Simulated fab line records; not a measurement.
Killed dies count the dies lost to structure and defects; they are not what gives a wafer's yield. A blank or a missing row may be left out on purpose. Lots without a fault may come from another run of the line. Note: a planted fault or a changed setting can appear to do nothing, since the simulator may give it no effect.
fab line records	flow ritCmos
[record] lots = 14	wafers = 42	lastDay = 7
route steps=202 shown GATE@89 M1@202
lots that met no fault: from a run of the same line without faults
startH: hours from the record's first day to the start of the lot's first wafer shown	waitH: hours from the lot's prior step to this one	" the same as in the row above	L1.1+2: a row that stands for several wafers	- no value, or no start given	* or withheld: withheld	< > ~ a bound
route shown NAME@n: NAME is a module with steps in the file, n the number in the route of the first one	usual: mean and standard deviation over wafers with no fault	same: alike in all rows	chamber/n: place in a boat	sites: readings site by site	_std_site: how widely they spread, as a standard deviation	_edge_site: the outer-site mean with the inner-site mean subtracted	radiusMm: for every site, how far away it sits from the centre of the wafer	mask NAME#n: copy n	behind: the most recent tool/chamber to have shaped the wafer	hold: what put the lot on hold/how long, in hours/how the hold closed	device: the transistor (n, p or np) that didn't switch	end of line: the tests these same wafers got at the end of their route	step lacking rows: just its recipe	killed: at the first sort, the dies lost to defects and structure; wafer yield is something else	map: shows each die of a wafer: x if killed, . if not, _ if none is there
set.NAME: setting as actually run; set.NAME@STEP: the setting as run at that earlier step	model.NAME: the simulator's own value behind a step, which no gauge read
a sample of lots followed through the steps of the route, with each step as a table and each wafer as a row
services: the hour from which a tool's chamber was out of use, counted from the record's first day as startH (under 0 if before that day), plus the number of hours and why
[[steps]]
[step RIT_GATE_EXPOSE_13]
[recipe] maskId = M6	na = 0.6	sourceShape = conventional	sigmaOuter = 0.6	targetCdNm = 150	doseMj = 380
[usual] reticleTempC = 23.00/0.1
lot.wafer	tool	chamber	startH	waitH	mask	reticleTempC
L617.2	ilineStepper-02	0	37.44	0.1	M6#0	22.85
L617.3	"	0	"	"	M6#0	22.94
L617.4	"	0	"	"	M6#0	23.05
L619.1	ilineStepper-02	0	47.81	0.2	M6#0	22.95
L619.2	"	0	"	"	M6#0	22.95
L619.5	"	0	"	"	M6#0	22.95
L620.1	ilineStepper-01	0	51.26	0.2	M6#0	22.98
L620.3	"	0	"	"	M6#0	22.88
L620.4	"	0	"	"	M6#0	22.93
L621.2	ilineStepper-02	0	57.01	0.2	M6#0	23.13
L621.4	"	0	"	"	M6#0	23.04
L621.5	"	0	"	"	M6#0	23.07
L624.1	ilineStepper-02	0	71.80	0.2	M6#0	23.02
L624.2	"	0	"	"	M6#0	22.89
L624.5	"	0	"	"	M6#0	22.87
L626.1	ilineStepper-02	0	85.75	0.1	M6#0	22.92
L626.4	"	0	"	"	M6#0	23.01
L626.6	"	0	"	"	M6#0	22.92
L627.1	ilineStepper-01	0	87.49	0.2	M6#0	22.91
L627.3	"	0	"	"	M6#0	22.94
L627.6	"	0	"	"	M6#0	22.97
L628.1	ilineStepper-01	0	91.24	0.1	M6#0	23.05
L628.2	"	0	"	"	M6#0	23.17
L628.5	"	0	"	"	M6#0	22.91
L629.1	ilineStepper-02	0	97.26	0.2	M6#0	22.94
L629.4	"	0	"	"	M6#0	22.84
L629.5	"	0	"	"	M6#0	23.02
L632.2	ilineStepper-02	0	115.88	0.2	M6#0	23.04
L632.3	"	0	"	"	M6#0	23.04
L632.6	"	0	"	"	M6#0	23.10
L633.1	ilineStepper-02	0	117.51	0.1	M6#0	23.00
L633.3	"	0	"	"	M6#0	23.04
L633.6	"	0	"	"	M6#0	23.07
L634.1	ilineStepper-01	0	121.81	0.2	M6#0	23.01
L634.2	"	0	"	"	M6#0	23.10
L634.6	"	0	"	"	M6#0	22.92
L635.2	ilineStepper-02	0	130.90	0.4	M6#0	22.91
L635.3	"	0	"	"	M6#0	22.87
L635.5	"	0	"	"	M6#0	23.07
L637.4	ilineStepper-01	0	136.28	0.1	M6#0	23.00
L637.5	"	0	"	"	M6#0	22.98
L637.6	"	0	"	"	M6#0	23.16
[step RIT_GATE_OVL_MEAS_17]
[usual] GATE_OVL = 0.2/1.3
lot.wafer	tool	chamber	startH	waitH	hold	GATE_OVL[nm]
L617.2	overlay-01	-	37.95	0.1	-	-1.4
L617.3	"	-	"	"	-	-0.1
L617.4	"	-	"	"	-	0.1
L619.1	overlay-01	-	48.33	0.1	-	0.0
L619.2	"	-	"	"	-	-1.6
L619.5	"	-	"	"	-	-0.5
L620.1	overlay-01	-	51.78	0.1	-	-1.4
L620.3	"	-	"	"	-	0.2
L620.4	"	-	"	"	-	1.1
L621.2	overlay-01	-	57.66	0.1	-	1.1
L621.4	"	-	"	"	-	1.3
L621.5	"	-	"	"	-	-0.8
L624.1	overlay-02	-	72.32	0.1	-	-2.8
L624.2	"	-	"	"	-	-2.5
L624.5	"	-	"	"	-	-1.6
L626.1	overlay-01	-	86.27	0.1	-	0.0
L626.4	"	-	"	"	-	0.1
L626.6	"	-	"	"	-	0.5
L627.1	overlay-01	-	88.01	0.1	-	-0.8
L627.3	"	-	"	"	-	-0.7
L627.6	"	-	"	"	-	-0.3
L628.1	overlay-02	-	91.76	0.1	-	1.7
L628.2	"	-	"	"	-	0.5
L628.5	"	-	"	"	-	0.2
L629.1	overlay-02	-	97.78	0.1	-	0.0
L629.4	"	-	"	"	-	-0.3
L629.5	"	-	"	"	-	-0.3
L632.2	overlay-02	-	116.39	0.1	-	-0.4
L632.3	"	-	"	"	-	-0.1
L632.6	"	-	"	"	-	1.5
L633.1	overlay-02	-	118.03	0.1	awaitDispo/0.2h/release	110.9
L633.3	"	-	"	"	awaitDispo/0.2h/release	112.3
L633.6	"	-	"	"	awaitDispo/0.2h/release	112.3
L633.1	overlay-02	-	118.23	0.2	-	110.4
L633.3	"	-	"	"	-	111.5
L633.6	"	-	"	"	-	112.0
L634.1	overlay-01	-	122.33	0.1	-	0.5
L634.2	"	-	"	"	-	3.0
L634.6	"	-	"	"	-	-0.1
L635.2	overlay-02	-	131.41	0.1	awaitDispo/0.2h/release	112.0
L635.3	"	-	"	"	awaitDispo/0.2h/release	113.8
L635.5	"	-	"	"	awaitDispo/0.2h/release	112.1
L635.2	overlay-02	-	131.61	0.2	-	111.5
L635.3	"	-	"	"	-	113.5
L635.5	"	-	"	"	-	111.1
L637.4	overlay-02	-	136.76	0.1	-	0.2
L637.5	"	-	"	"	-	0.3
L637.6	"	-	"	"	-	0.4
[step RIT_M1_PROBE_99]
[usual] defectLimitedYield = 97.4/1.2	killedAtContacts = 0.1/0.24	killedAtFrontEnd = 7/3.1	killedDies = 7/3.1	killedOpen = 3.6/2.1	killedShort = 3.2/2	sort_bin_3_pad_short = 0.1/0.2	sort_bin_5_function = 1.4/0.8	sort_bin_6_memory = 1.0/0.72	sortNPass = 257/3.1	sortYieldPct = 97.4/1.2
[same] grossDies = 264	killed_at_M0_to_M3 = 0	killed_at_M4_up = 0	killedAtBackSide = 0	killedAtOther = 0
lot.wafer	tool	chamber	startH	waitH	defectLimitedYield[%]	killedAtContacts	killedAtFrontEnd	killedDies	killedOpen	killedShort	sort_bin_3_pad_short[%]	sort_bin_5_function[%]	sort_bin_6_memory[%]	sortNPass	sortYieldPct[%]
L628.1	prober-01	-	115.11	0.1	98.1	0	5	5	1	4	0.4	1.1	0.4	259	98.1
L628.2	prober-01	-	115.16	0.1	97.0	0	8	8	1	7	0	3.0	0	256	97.0
L628.5	prober-01	-	115.31	0.2	96.6	0	9	9	6	3	0	1.9	1.5	255	96.6
L637.4	prober-02	-	157.63	0.2	98.1	0	5	5	2	3	0	1.9	0	259	98.1
L637.5	prober-02	-	157.68	0.2	97.3	0	7	7	3	4	0	1.5	1.1	257	97.3
L637.6	prober-02	-	157.73	0.2	96.2	0	10	10	5	5	0	2.7	1.1	254	96.2
// killed by level:class
L628.1 GATE:geometricParticle:short=2 FOX1:geometricParticle:open=1 REOX:geometricParticle:short=1 SPACER:geometricParticle:short=1
L628.2 GATE:geometricParticle:short=3 FOX2:geometricParticle:short=2 SILICIDE:geometricParticle:short=2 GATE:geometricParticle:open=1
L628.5 GATE:geometricParticle:open=3 FOX1:geometricParticle:short=2 REOX:geometricParticle:open=2 FOX2:geometricParticle:short=1 SPACER:geometricParticle:open=1
L637.4 GATE:geometricParticle:short=3 GATE:geometricParticle:open=2
L637.5 GATE:geometricParticle:short=2 REOX:geometricParticle:open=2 FOX1:geometricParticle:short=1 GATE:geometricParticle:open=1 SILICIDE:geometricParticle:short=1
L637.6 FOX1:geometricParticle:short=4 GATE:geometricParticle:open=2 FOX1:geometricParticle:open=1 GATE:geometricParticle:short=1 REOX:geometricParticle:open=1 SPACER:geometricParticle:open=1
[[services]]
tool	chamber	startH	hours	kind
ilineStepper-01	-	130.32	1.7	pm
[[key]]
[firstSign] step = RIT_GATE_OVL_MEAS_17	reading = visit	direction = added
[effect] step = RIT_GATE_OVL_MEAS_17	reading = GATE_OVL	direction = up	sigmas = 85	usual = 0.2	struck = 112.2
metAt RIT_GATE_EXPOSE_13
struckLots L633,L635
scrappedBehind RIT_GATE_OVL_MEAS_17 L633.1,L633.3,L633.6,L635.2,L635.3,L635.5
onsetBetween 115.88 117.51
[fault] kind = scannerMatchingOverlay	tool = ilineStepper-02	chamber = -	onsetH = 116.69	steps = RIT_GATE_EXPOSE_13	offset = 111.98
